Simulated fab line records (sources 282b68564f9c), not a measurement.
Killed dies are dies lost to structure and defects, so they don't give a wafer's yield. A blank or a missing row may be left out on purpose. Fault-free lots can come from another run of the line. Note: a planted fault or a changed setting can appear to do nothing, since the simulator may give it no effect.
Which tool is to blame? | flow ritCmos | 42 wafers from 14 lots sampled at 5 of the route's 202 steps

## WHAT THE GAUGES SHOWED, per wafer
RIT_REOX_THK_MEAS_04. Usual: for REOX_OXIDE_THK the level is 25.3 nm and the standard deviation is 0.42.
lot  | measured    | on           | REOX_OXIDE_THK (nm) | flag
L972 | day 2 16:37 | filmMetro-02 | 25.0 25.2 25.4      | 
L973 | day 2 22:13 | filmMetro-01 | 25.6 25.5 25.2      | 
L974 | day 3 03:04 | filmMetro-01 | 25.8 25.6 25.4      | 
L977 | day 3 18:04 | filmMetro-03 | 25.2 25.1 25.3      | 
L978 | day 3 21:52 | filmMetro-02 | 25.3 25.2 25.8      | 
L981 | day 4 13:03 | filmMetro-02 | 25.4 25.4 25.5      | 
L982 | day 4 18:43 | filmMetro-03 | 25.4 25.8 25.7      | 
L987 | day 5 23:06 | filmMetro-01 | 25.2 25.7 25.3      | 
L988 | day 6 01:35 | filmMetro-02 | 24.7 24.7 24.6      | 
L989 | day 6 05:07 | filmMetro-03 | 24.9 24.7 24.9      | 
L992 | day 7 01:01 | filmMetro-01 | 25.4 25.4 25.3      | 
L993 | day 7 06:22 | filmMetro-03 | 26.2 26.2 25.8      | 
L994 | day 7 08:00 | filmMetro-01 | 26.1 25.9 25.8      | 
L995 | day 7 13:32 | filmMetro-03 | 25.1 24.5 24.0      | 

RIT_SPACER_THK_MEAS_04. Usual: for SPACER_NITRIDE_THK the level is 247.8 nm and the standard deviation is 2.6.
lot  | measured    | on           | SPACER_NITRIDE_THK (nm) | flag
L972 | day 2 21:56 | filmMetro-02 | 248.4 248.4 246.9       | 
L973 | day 3 03:34 | filmMetro-04 | 246.8 248.1 246.8       | 
L974 | day 3 08:20 | filmMetro-04 | 250.2 249.3 250.6       | 
L977 | day 3 23:25 | filmMetro-01 | 249.5 249.1 249.0       | 
L978 | day 4 03:20 | filmMetro-02 | 247.0 246.5 246.7       | 
L981 | day 4 20:08 | filmMetro-04 | 225.1 226.6 225.3       | OFF
L982 | day 5 00:59 | filmMetro-02 | 225.1 225.8 226.9       | OFF
L987 | day 6 04:34 | filmMetro-01 | 242.9 243.4 243.8       | 
L988 | day 6 07:02 | filmMetro-01 | 252.5 251.6 249.5       | 
L989 | day 6 10:44 | filmMetro-01 | 245.5 244.2 245.6       | 
L992 | day 7 06:20 | filmMetro-02 | 246.7 246.3 244.9       | 
L993 | day 7 11:36 | filmMetro-02 | 249.8 246.5 247.9       | 
L994 | day 7 13:35 | filmMetro-02 | 249.0 249.9 248.6       | 
L995 | day 7 19:15 | filmMetro-01 | 250.2 251.2 249.4       | 

## EACH LOT AND THE TOOL THAT RAN IT (in order: tool; ch and the chambers of the sampled wafers; start)
lot  | RIT_GATE_STRIP_20                  | RIT_NLDD_STRIP_09                  | RIT_SPACER_CVD_03
L972 | plasmaAsher-02 ch 0,1, day 2 13:17 | plasmaAsher-01 ch 0,1, day 2 17:54 | lpcvd-02 ch 1, day 2 20:00
L973 | plasmaAsher-02 ch 0,1, day 2 18:23 | plasmaAsher-01 ch 0,1, day 2 23:32 | lpcvd-02 ch 1, day 3 01:38
L974 | plasmaAsher-02 ch 0,1, day 2 23:49 | plasmaAsher-01 ch 0,1, day 3 04:23 | lpcvd-01 ch 0, day 3 06:25
L977 | plasmaAsher-03 ch 1, day 3 14:49   | plasmaAsher-01 ch 0,1, day 3 19:20 | lpcvd-01 ch 1, day 3 21:29
L978 | plasmaAsher-04 ch 0,1, day 3 18:38 | plasmaAsher-04 ch 0,1, day 3 23:16 | lpcvd-01 ch 0, day 4 01:25
L981 | plasmaAsher-03 ch 0,1, day 4 09:47 | plasmaAsher-02 ch 0,1, day 4 14:28 | lpcvd-01 ch 0, day 4 17:14
L982 | plasmaAsher-03 ch 1, day 4 15:30   | plasmaAsher-04 ch 0,1, day 4 19:58 | lpcvd-01 ch 0, day 4 22:07
L987 | plasmaAsher-03 ch 0,1, day 5 19:53 | plasmaAsher-01 ch 0,1, day 6 00:28 | lpcvd-02 ch 1, day 6 02:40
L988 | plasmaAsher-04 ch 0,1, day 5 22:22 | plasmaAsher-02 ch 0,1, day 6 02:59 | lpcvd-02 ch 0, day 6 05:05
L989 | plasmaAsher-03 ch 0,1, day 6 01:54 | plasmaAsher-02 ch 0,1, day 6 06:28 | lpcvd-02 ch 0, day 6 08:49
L992 | plasmaAsher-04 ch 0,1, day 6 21:45 | plasmaAsher-04 ch 0,1, day 7 02:17 | lpcvd-02 ch 0, day 7 04:24
L993 | plasmaAsher-02 ch 0,1, day 7 02:22 | plasmaAsher-02 ch 0,1, day 7 07:40 | lpcvd-02 ch 1, day 7 09:40
L994 | plasmaAsher-04 ch 0,1, day 7 03:47 | plasmaAsher-01 ch 0,1, day 7 09:35 | lpcvd-02 ch 1, day 7 11:40
L995 | plasmaAsher-04 ch 0,1, day 7 10:19 | plasmaAsher-01 ch 0,1, day 7 15:03 | lpcvd-02 ch 1, day 7 17:19
- RIT_GATE_STRIP_20: strips in O2, time 180 s.
- RIT_NLDD_STRIP_09: strips in O2, time 180 s.
- RIT_SPACER_CVD_03: deposits Si3N4 from SiH2Cl2/NH3, target thk 250 nm, time 3300 s.

## WHAT THE TOOLS THEMSELVES READ (means of the sampled wafers that have a number; where no wafer has one, the mark that the record gives instead)
RIT_GATE_STRIP_20. Usual: drypumpMotorCurrentA at 5.6 A, with a standard deviation of 0.51.
lot  | tool           | drypumpMotorCurrentA (A) | flag
L972 | plasmaAsher-02 | 5.4                      | 
L973 | plasmaAsher-02 | 5.4                      | 
L974 | plasmaAsher-02 | 5.5                      | 
L977 | plasmaAsher-03 | 5.9                      | 
L978 | plasmaAsher-04 | 6.3                      | 
L981 | plasmaAsher-03 | 5.6                      | 
L982 | plasmaAsher-03 | 5.9                      | 
L987 | plasmaAsher-03 | 5.2                      | 
L988 | plasmaAsher-04 | 6.3                      | 
L989 | plasmaAsher-03 | 5.6                      | 
L992 | plasmaAsher-04 | 6.3                      | 
L993 | plasmaAsher-02 | 5.5                      | 
L994 | plasmaAsher-04 | 6.3                      | 
L995 | plasmaAsher-04 | 6.3                      | 

RIT_NLDD_STRIP_09. Usual: drypumpMotorCurrentA at 5.6 A, with a standard deviation of 0.5.
lot  | tool           | drypumpMotorCurrentA (A) | flag
L972 | plasmaAsher-01 | 5.5                      | 
L973 | plasmaAsher-01 | 5.2                      | 
L974 | plasmaAsher-01 | 5.2                      | 
L977 | plasmaAsher-01 | 5.5                      | 
L978 | plasmaAsher-04 | 6.3                      | 
L981 | plasmaAsher-02 | 5.4                      | 
L982 | plasmaAsher-04 | 6.3                      | 
L987 | plasmaAsher-01 | 5.4                      | 
L988 | plasmaAsher-02 | 5.5                      | 
L989 | plasmaAsher-02 | 5.5                      | 
L992 | plasmaAsher-04 | 6.3                      | 
L993 | plasmaAsher-02 | 5.4                      | 
L994 | plasmaAsher-01 | 5.5                      | 
L995 | plasmaAsher-01 | 5.5                      | 

RIT_SPACER_CVD_03. Usual: zonePowerLoadPct at 19.4 %, with a standard deviation of 1.6.
lot  | tool     | zonePowerLoadPct (%) | flag
L972 | lpcvd-02 | 18.0                 | 
L973 | lpcvd-02 | 17.8                 | 
L974 | lpcvd-01 | 21.2                 | 
L977 | lpcvd-01 | 21.2                 | 
L978 | lpcvd-01 | 21.2                 | 
L981 | lpcvd-01 | 21.3                 | 
L982 | lpcvd-01 | 21.5                 | 
L987 | lpcvd-02 | 18.0                 | 
L988 | lpcvd-02 | 18.3                 | 
L989 | lpcvd-02 | 18.2                 | 
L992 | lpcvd-02 | 18.3                 | 
L993 | lpcvd-02 | 17.8                 | 
L994 | lpcvd-02 | 18.0                 | 
L995 | lpcvd-02 | 18.2                 | 

## THE ANSWER, worked out from the rows above alone
Rule: lot off if the mean of its wafers having a number is beyond 3 standard deviations from the usual mean. A lot without any number at a reading at which 4 lots or more have one is off too. All remaining lots with rows at the step are treated as sound. After the gauges, taken in route order, come the tools' own readings; for these a lot's mean is taken, as printed above. The first step at which some lot is off is used, and at that step the reading that is off furthest; a lot without a number counts as furthest.
Off: at RIT_SPACER_THK_MEAS_04 (SPACER_NITRIDE_THK), L981, L982.
If a tool, at a process step before that reading, ran all the lots that are off and no sound lot after the first of them, it fits. Gauges at RIT_SPACER_THK_MEAS_04: tried the same way as those tools. One fits: RIT_SPACER_CVD_03 on lpcvd-01. A fault onset in the window from L978 (day 4 01:25, its last sound lot) to L981 (day 4 17:14, its first lot off) fits.

## WHAT THE SIMULATOR HAD PUT IN
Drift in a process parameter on lpcvd-01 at RIT_SPACER_CVD_03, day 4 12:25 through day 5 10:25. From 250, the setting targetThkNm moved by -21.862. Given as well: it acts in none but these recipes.
Struck lots among those shown: L981, L982. The same result came from the rule above.
